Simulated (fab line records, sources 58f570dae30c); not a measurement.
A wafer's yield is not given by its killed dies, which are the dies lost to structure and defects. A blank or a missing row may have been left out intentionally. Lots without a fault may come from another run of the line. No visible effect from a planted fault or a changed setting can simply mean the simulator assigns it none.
Which tool was responsible?    flow berkeley cmos170    Sampling: 7 lots, 21 wafers, 2 of 331 route steps

== WHAT EACH GAUGE READ, for each wafer ==
UCB170_PWELL_THK_MEAS_06.
lot   measured     on             PWELL_NITRIDE_THK (nm)
L679  day 3 05:11  film metro-03  216.7 216.2 218.1
L681  day 3 16:56  film metro-03  219.5 219.2 218.3
L683  day 4 05:38  film metro-02  219.9 219.1 219.0
L689  day 5 17:38  film metro-03  207.4 209.2 208.7
L695  day 6 18:40  film metro-03  219.8 219.6 218.4
L698  day 7 13:49  film metro-04  218.7 220.0 220.3
L699  day 7 13:49  film metro-03  217.1 217.5 215.9

== WHAT TOOL EACH LOT RAN ON (gives the tool, then ch and the chambers of the sampled wafers, and finally the start) ==
lot   UCB170_PWELL_CVD_05
L679  lpcvd-02 ch 0, day 3 03:16
L681  lpcvd-01 ch 1, day 3 15:01
L683  lpcvd-01 ch 0, day 4 03:42
L689  lpcvd-01 ch 0, day 5 15:41
L695  lpcvd-02 ch 0, day 6 16:43
L698  lpcvd-02 ch 1, day 7 10:55
L699  lpcvd-02 ch 0, day 7 10:55
- UCB170_PWELL_CVD_05: deposits Si3N4 from SiH2Cl2/NH3, target thk 220 nm, time 3300 s.

== THE ANSWER, worked out from the rows above alone ==
Rule: usual is defined by the lots themselves. The widest of any qualifying gaps counts: lots, ordered by their means at a reading, are off when they make up no more than a third of the lots, leave a main group of 4 or more, and stand apart from it by 3 or more times the standard deviation of that group's means. The tables above print the reading to a certain number of digits; a main group whose means all agree to those digits is not used. A lot without any number at a reading at which 4 lots or more have one is off too. Where the step has rows for the other lots, those lots are counted as sound.
Off: L689, at UCB170_PWELL_THK_MEAS_06 (PWELL_NITRIDE_THK). Main group: mean 218.5 nm, sd 1.1.
A tool fits if, at a process step before that reading, it ran every lot that is off, and no sound lot after the first of them. The gauges at UCB170_PWELL_THK_MEAS_06 are tried like those tools. One candidate fits, namely lpcvd-01 at UCB170_PWELL_CVD_05. Its last sound lot is L683 (day 4 03:42), its first lot that is off L689 (day 5 15:41): a fault that began between those two fits.

== WHAT THE SIMULATOR PUT IN ==
lpcvd-01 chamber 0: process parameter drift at UCB170_PWELL_CVD_05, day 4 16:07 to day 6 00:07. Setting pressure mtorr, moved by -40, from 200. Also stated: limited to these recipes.
Lots struck among those shown: L689. The rule above found the same.
